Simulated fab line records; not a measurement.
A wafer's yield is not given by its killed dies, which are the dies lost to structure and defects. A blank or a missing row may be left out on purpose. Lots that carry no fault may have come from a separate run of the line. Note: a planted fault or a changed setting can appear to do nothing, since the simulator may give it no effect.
What tool caused it? ; flow berkeley_cmos170 ; 14 lots, 42 wafers sampled, at 7 steps of a route of 331

WHAT THE GAUGES SHOWED, per wafer
UCB170_NWELL_THK_MEAS_02. Usual: for NWELL_OXIDE_THK the level is 26.2 nm and the standard deviation is 0.46.
lot;measured;on;NWELL_OXIDE_THK (nm);flag
L901;day 2 03:33;film_metro-04;25.7 25.8 25.8;
L902;day 2 08:17;film_metro-03;25.8 26.3 25.6;
L903;day 2 16:39;film_metro-01;26.5 26.2 26.5;
L904;day 2 16:40;film_metro-03;26.5 26.7 27.3;
L905;day 3 00:00;film_metro-01;25.8 25.6 25.9;
L906;day 3 05:37;film_metro-01;26.3 26.2 25.9;
L909;day 3 20:38;film_metro-03;25.6 26.2 25.8;
L915;day 5 00:44;film_metro-03;26.5 26.5 26.8;
L914;day 5 00:45;film_metro-04;25.9 25.9 26.2;
L916;day 5 07:12;film_metro-01;26.4 26.2 25.8;
L918;day 5 20:08;film_metro-03;26.6 26.9 26.9;
L919;day 5 21:29;film_metro-01;26.8 26.7 26.5;
L920;day 6 02:56;film_metro-03;26.8 26.5 26.3;
L921;day 6 08:58;film_metro-01;26.5 26.8 26.0;

UCB170_ACTIVE_CD_MEAS_90: the cd target is 1200 nm. Usual: cd_nm reads 1199.8 nm (standard deviation 1.4).
lot;measured;on;cd_nm (nm);flag
L901;day 4 10:52;cd_sem-02;1201.3 1201.1 1203.0;
L902;day 4 10:50;cd_sem-01;1201.0 1200.9 1201.7;
L903;day 4 20:19;cd_sem-01;1200.7 1200.9 1198.4;
L904;day 4 20:08;cd_sem-02;1201.6 1200.7 1202.2;
L905;day 5 05:35;cd_sem-01;1200.4 1200.5 1200.8;
L906;day 5 05:20;cd_sem-02;1202.3 1202.0 1200.5;
L909;day 6 07:23;cd_sem-02;1197.8 1199.8 1199.8;
L915;day 7 18:23;cd_sem-01;1198.3 1199.1 1199.4;
L914;day 7 18:41;cd_sem-01;1199.8 1200.1 1201.1;
L916;day 7 18:49;cd_sem-02;1199.4 1199.7 1199.4;
L918;day 8 14:04;cd_sem-01;1200.3 1200.7 1200.3;
L919;day 8 14:01;cd_sem-02;1200.6 1200.8 1199.9;
L920;day 8 13:47;cd_sem-02;1199.8 1199.7 1198.4;
L921;day 8 13:50;cd_sem-01;1200.9 1202.4 1201.4;

UCB170_FIELD_THK_MEAS_02. Usual: for FIELD_OXIDE_THK the level is 553 nm and the standard deviation is 9.9.
lot;measured;on;FIELD_OXIDE_THK (nm);flag
L901;day 4 17:19;film_metro-04;557 552 557;
L902;day 4 17:19;film_metro-02;545 556 542;
L903;day 5 07:31;film_metro-04;553 554 545;
L904;day 5 07:31;film_metro-01;560 553 560;
L905;day 5 14:26;film_metro-04;630 635 639;OFF
L906;day 5 14:27;film_metro-01;631 636 631;OFF
L909;day 6 15:48;film_metro-01;560 550 562;
L915;day 8 02:56;film_metro-04;533 540 533;
L914;day 8 02:56;film_metro-01;549 546 551;
L916;day 8 02:56;film_metro-02;556 558 561;
L918;day 8 21:26;film_metro-02;560 561 563;
L919;day 8 21:22;film_metro-02;561 550 553;
L920;day 8 21:22;film_metro-01;561 555 568;
L921;day 8 21:22;film_metro-04;541 558 553;

UCB170_FIELD_THK_MEAS_90. Usual: for FIELD_OXIDE_LEFT_1_THK the level is 438 nm and the standard deviation is 10.
lot;measured;on;FIELD_OXIDE_LEFT_1_THK (nm);flag
L901;day 4 23:46;film_metro-02;443 438 443;
L902;day 4 23:46;film_metro-04;428 439 424;
L903;day 5 15:22;film_metro-04;437 439 429;
L904;day 5 15:23;film_metro-01;444 436 444;
L905;day 5 20:58;film_metro-01;514 520 524;OFF
L906;day 5 20:58;film_metro-04;516 522 517;OFF
L909;day 7 00:11;film_metro-04;443 434 446;
L915;day 8 09:23;film_metro-01;416 424 416;
L914;day 8 09:23;film_metro-02;434 431 436;
L916;day 8 09:23;film_metro-04;441 443 447;
L918;day 9 03:36;film_metro-04;446 447 448;
L919;day 9 03:35;film_metro-01;446 435 438;
L920;day 9 03:39;film_metro-01;445 439 451;
L921;day 9 03:36;film_metro-02;426 442 437;

UCB170_FIELD_THK_MEAS_91. Usual: for FIELD_OXIDE_LEFT_2_THK the level is 349 nm and the standard deviation is 10.
lot;measured;on;FIELD_OXIDE_LEFT_2_THK (nm);flag
L901;day 5 21:32;film_metro-04;354 349 354;
L902;day 5 21:21;film_metro-04;338 350 335;
L903;day 6 06:40;film_metro-01;348 350 340;
L904;day 6 07:13;film_metro-04;357 349 357;
L905;day 6 16:29;film_metro-04;426 432 436;OFF
L906;day 6 16:16;film_metro-04;429 433 429;OFF
L909;day 7 21:08;film_metro-01;357 346 358;
L915;day 9 01:43;film_metro-02;328 336 328;
L914;day 9 01:40;film_metro-04;345 343 347;
L916;day 9 01:44;film_metro-04;353 354 358;
L918;day 9 18:56;film_metro-02;359 360 362;
L919;day 9 18:49;film_metro-02;358 347 350;
L920;day 9 18:12;film_metro-02;356 350 363;
L921;day 9 19:13;film_metro-04;337 353 349;

WHICH TOOL RAN EACH LOT (tool, then ch and the chambers of the sampled wafers, then the start)
lot;UCB170_PWELL_STRIP_16;UCB170_FIELD_OXIDATION_01
L901;plasma_asher-03 ch 0,1, day 3 06:05;furnace-02 ch 0, day 4 14:19
L902;plasma_asher-02 ch 0,1, day 3 06:22;furnace-02 ch 0, day 4 14:19
L903;plasma_asher-04 ch 0,1, day 3 16:47;furnace-04 ch 0, day 5 04:30
L904;plasma_asher-02 ch 0,1, day 3 16:41;furnace-04 ch 0, day 5 04:30
L905;plasma_asher-04 ch 0,1, day 4 03:01;furnace-04 ch 0, day 5 11:26
L906;plasma_asher-02 ch 0,1, day 4 03:18;furnace-04 ch 0, day 5 11:26
L909;plasma_asher-02 ch 0,1, day 4 21:41;furnace-02 ch 0, day 6 12:47
L915;plasma_asher-04 ch 0,1, day 6 06:47;furnace-03 ch 0, day 7 23:56
L914;plasma_asher-03 ch 0,1, day 6 07:04;furnace-03 ch 0, day 7 23:56
L916;plasma_asher-03 ch 0,1, day 6 06:49;furnace-03 ch 0, day 7 23:56
L918;plasma_asher-02 ch 0,1, day 7 05:08;furnace-04 ch 0, day 8 18:22
L919;plasma_asher-02 ch 1, day 7 04:40;furnace-04 ch 0, day 8 18:22
L920;plasma_asher-03 ch 0,1, day 7 04:56;furnace-04 ch 0, day 8 18:22
L921;plasma_asher-04 ch 0,1, day 7 11:44;furnace-04 ch 0, day 8 18:22
- UCB170_PWELL_STRIP_16: strips in O2.
- UCB170_FIELD_OXIDATION_01: target thk 558.3 nm, ox time 7200 s.

WHAT THE TOOLS THEMSELVES READ (means of the sampled wafers that have a number; where no wafer has one, the mark that the record gives instead)
UCB170_PWELL_STRIP_16. Usual: drypump_motor_current_A 5.7 A, standard deviation 0.32; oes_product_au 0.721 a.u., standard deviation 0.0046; strip_time_to_endpoint_s 18.13 s, standard deviation 0.087.
lot;tool;drypump_motor_current_A (A);oes_product_au (a.u.);strip_time_to_endpoint_s (s);flag
L901;plasma_asher-03;6.0;0.721;18.14;
L902;plasma_asher-02;5.6;0.720;18.13;
L903;plasma_asher-04;5.6;0.716;18.21;
L904;plasma_asher-02;5.4;0.720;18.07;
L905;plasma_asher-04;5.5;0.720;18.06;
L906;plasma_asher-02;5.6;0.719;18.15;
L909;plasma_asher-02;5.4;0.724;18.11;
L915;plasma_asher-04;5.5;0.721;17.98;
L914;plasma_asher-03;6.1;0.720;18.23;
L916;plasma_asher-03;5.9;0.721;18.20;
L918;plasma_asher-02;5.6;0.722;18.15;
L919;plasma_asher-02;5.8;0.725;18.12;
L920;plasma_asher-03;6.1;0.721;18.08;
L921;plasma_asher-04;5.6;0.722;18.15;

UCB170_FIELD_OXIDATION_01. Usual: spike_tc_centre_C 1001.8 C, standard deviation 1.2; spike_tc_load_C 1022.5 C, standard deviation 2.9; spike_tc_source_C 1022.5 C, standard deviation 1.4; tube_center_temp_C 1000 C, standard deviation 0.095; tube_center_temp_C_max 1002.6, standard deviation 0.35.
lot;tool;spike_tc_centre_C (C);spike_tc_load_C (C);spike_tc_source_C (C);tube_center_temp_C (C);tube_center_temp_C_max;flag
L901;furnace-02;1000.4;1024.6;1020.4;1000;1002.7;
L902;furnace-02;1000.1;1024.0;1020.9;1000;1002.8;
L903;furnace-04;1000.8;1020.3;1023.0;1000;1002.3;
L904;furnace-04;1002.4;1019.9;1023.4;1000;1002.6;
L905;furnace-04;1021.5;1039.4;1043.4;1020;1022.9;OFF
L906;furnace-04;1020.8;1040.3;1044.3;1020;1022.4;OFF
L909;furnace-02;1000.6;1024.1;1021.3;1000;1002.6;
L915;furnace-03;1002.1;1025.1;1022.3;1000;1002.2;
L914;furnace-03;1003.3;1026.7;1022.8;1000;1002.4;
L916;furnace-03;1002.8;1026.7;1021.7;1000;1002.3;
L918;furnace-04;1001.5;1019.5;1023.5;1000;1002.2;
L919;furnace-04;1001.1;1019.2;1023.7;1000;1002.7;
L920;furnace-04;1001.5;1021.0;1022.8;1000;1002.5;
L921;furnace-04;1001.5;1019.6;1022.9;1000;1002.5;

THE ANSWER, worked out from the rows above alone
Rule: a lot is off if the mean of its wafers that have a number lies more than 3 standard deviations from the usual mean. A lot without any number at a reading at which 4 lots or more have one is off too. The other lots that the step has rows for count as sound. The gauges are gone through in route order, then the tools' own readings, and for those a lot's mean is taken as printed above. At the first step where some lot is off, the reading lying furthest off is the one used; lots without a number count as furthest.
Off: L905, L906, at UCB170_FIELD_THK_MEAS_02 (FIELD_OXIDE_THK).
If a tool, at a process step before that reading, ran all the lots that are off and no sound lot after the first of them, it fits. Not tried: the gauges at UCB170_FIELD_THK_MEAS_02; whatever is off there is also off at UCB170_FIELD_OXIDATION_01, on other tools, and gauge error can't account for it. Not one of the candidates tried fits.

WHAT WAS PUT IN BY THE SIMULATOR
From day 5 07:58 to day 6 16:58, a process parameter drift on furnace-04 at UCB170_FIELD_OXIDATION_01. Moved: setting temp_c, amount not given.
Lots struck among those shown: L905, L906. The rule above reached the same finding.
